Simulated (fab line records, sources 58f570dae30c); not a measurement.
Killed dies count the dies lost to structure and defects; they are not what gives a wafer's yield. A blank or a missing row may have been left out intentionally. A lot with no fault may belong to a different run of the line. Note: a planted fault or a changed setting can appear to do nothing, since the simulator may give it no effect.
Which of the tools did it? / flow berkeleyCmos170 / 13 lots with 39 wafers sampled at 2 steps, on a route of 331 steps

## WHAT EACH GAUGE READ, for each wafer
UCB170_GATE_CD_MEAS_12: target cd 350 nm. Usual: cdNm 349.7 nm, standard deviation 1.7.
lot=L775; measured=day 6 20:37; on=cdSem-02; cdNm (nm)=349.8 350.0 349.6; flag=
lot=L773; measured=day 6 20:52; on=cdSem-01; cdNm (nm)=350.5 350.5 350.1; flag=
lot=L776; measured=day 7 02:08; on=cdSem-01; cdNm (nm)=351.1 350.7 350.3; flag=
lot=L777; measured=day 7 21:53; on=cdSem-02; cdNm (nm)=350.9 351.9 351.7; flag=
lot=L781; measured=day 8 06:42; on=cdSem-01; cdNm (nm)=344.3 344.8 345.1; flag=
lot=L779; measured=day 8 07:17; on=cdSem-01; cdNm (nm)=351.6 350.4 349.6; flag=
lot=L786; measured=day 9 21:43; on=cdSem-02; cdNm (nm)=279.6 279.1 279.4 279.5 279.4 279.3; flag=OFF
lot=L787; measured=day 10 12:32; on=cdSem-01; cdNm (nm)=349.8 351.8 350.0; flag=
lot=L792; measured=day 11 12:47; on=cdSem-02; cdNm (nm)=350.2 350.7 350.3; flag=
lot=L793; measured=day 11 13:31; on=cdSem-02; cdNm (nm)=350.1 350.7 349.7; flag=
lot=L796; measured=day 12 02:40; on=cdSem-01; cdNm (nm)=347.9 348.0 348.3; flag=
lot=L795; measured=day 12 03:00; on=cdSem-02; cdNm (nm)=348.9 349.3 349.2; flag=
lot=L794; measured=day 12 03:04; on=cdSem-02; cdNm (nm)=349.3 350.2 349.0; flag=

## WHAT TOOL EACH LOT RAN ON (gives the tool, then ch and the chambers of the sampled wafers, and finally the start)
lot=L775; UCB170_GATE_EXPOSE_09=krfScanner-01 ch 0, day 6 20:03
lot=L773; UCB170_GATE_EXPOSE_09=krfScanner-02 ch 0, day 6 20:23
lot=L776; UCB170_GATE_EXPOSE_09=krfScanner-02 ch 0, day 7 01:45
lot=L777; UCB170_GATE_EXPOSE_09=krfScanner-02 ch 0, day 7 21:29
lot=L781; UCB170_GATE_EXPOSE_09=krfScanner-01 ch 0, day 8 05:58
lot=L779; UCB170_GATE_EXPOSE_09=krfScanner-02 ch 0, day 8 06:28
lot=L786; UCB170_GATE_EXPOSE_09=krfScanner-01 ch 0, day 9 20:58
lot=L787; UCB170_GATE_EXPOSE_09=krfScanner-01 ch 0, day 10 12:09
lot=L792; UCB170_GATE_EXPOSE_09=krfScanner-01 ch 0, day 11 12:11
lot=L793; UCB170_GATE_EXPOSE_09=krfScanner-01 ch 0, day 11 12:31
lot=L796; UCB170_GATE_EXPOSE_09=krfScanner-01 ch 0, day 12 02:02
lot=L795; UCB170_GATE_EXPOSE_09=krfScanner-02 ch 0, day 12 02:20
lot=L794; UCB170_GATE_EXPOSE_09=krfScanner-01 ch 0, day 12 02:31
- UCB170_GATE_EXPOSE_09: exposes mask POLY, target cd 350 nm.

## WHAT THE TOOLS THEMSELVES READ (means of the sampled wafers that have a number; where no wafer has one, the mark that the record gives instead)
The record holds no such reading with a usual standard deviation.

## THE ANSWER, worked out from the rows above alone
Rule: a lot is off if the mean of its wafers that have a number lies more than 3 standard deviations from the usual mean. A lot without any number at a reading at which 4 lots or more have one is off too. All remaining lots with rows at the step are treated as sound. The gauges are gone through in route order, then the tools' own readings, and for those a lot's mean is taken as printed above. At the first step where some lot is off, the reading lying furthest off is the one used; lots without a number count as furthest.
Off: L786 (UCB170_GATE_CD_MEAS_12, cdNm).
A tool fits if, at a process step before that reading, it ran every lot that is off, and no sound lot after the first of them. Gauges at UCB170_GATE_CD_MEAS_12: tried the same way as those tools. None of those tried fits.

## WHAT THE SIMULATOR HAD INSERTED
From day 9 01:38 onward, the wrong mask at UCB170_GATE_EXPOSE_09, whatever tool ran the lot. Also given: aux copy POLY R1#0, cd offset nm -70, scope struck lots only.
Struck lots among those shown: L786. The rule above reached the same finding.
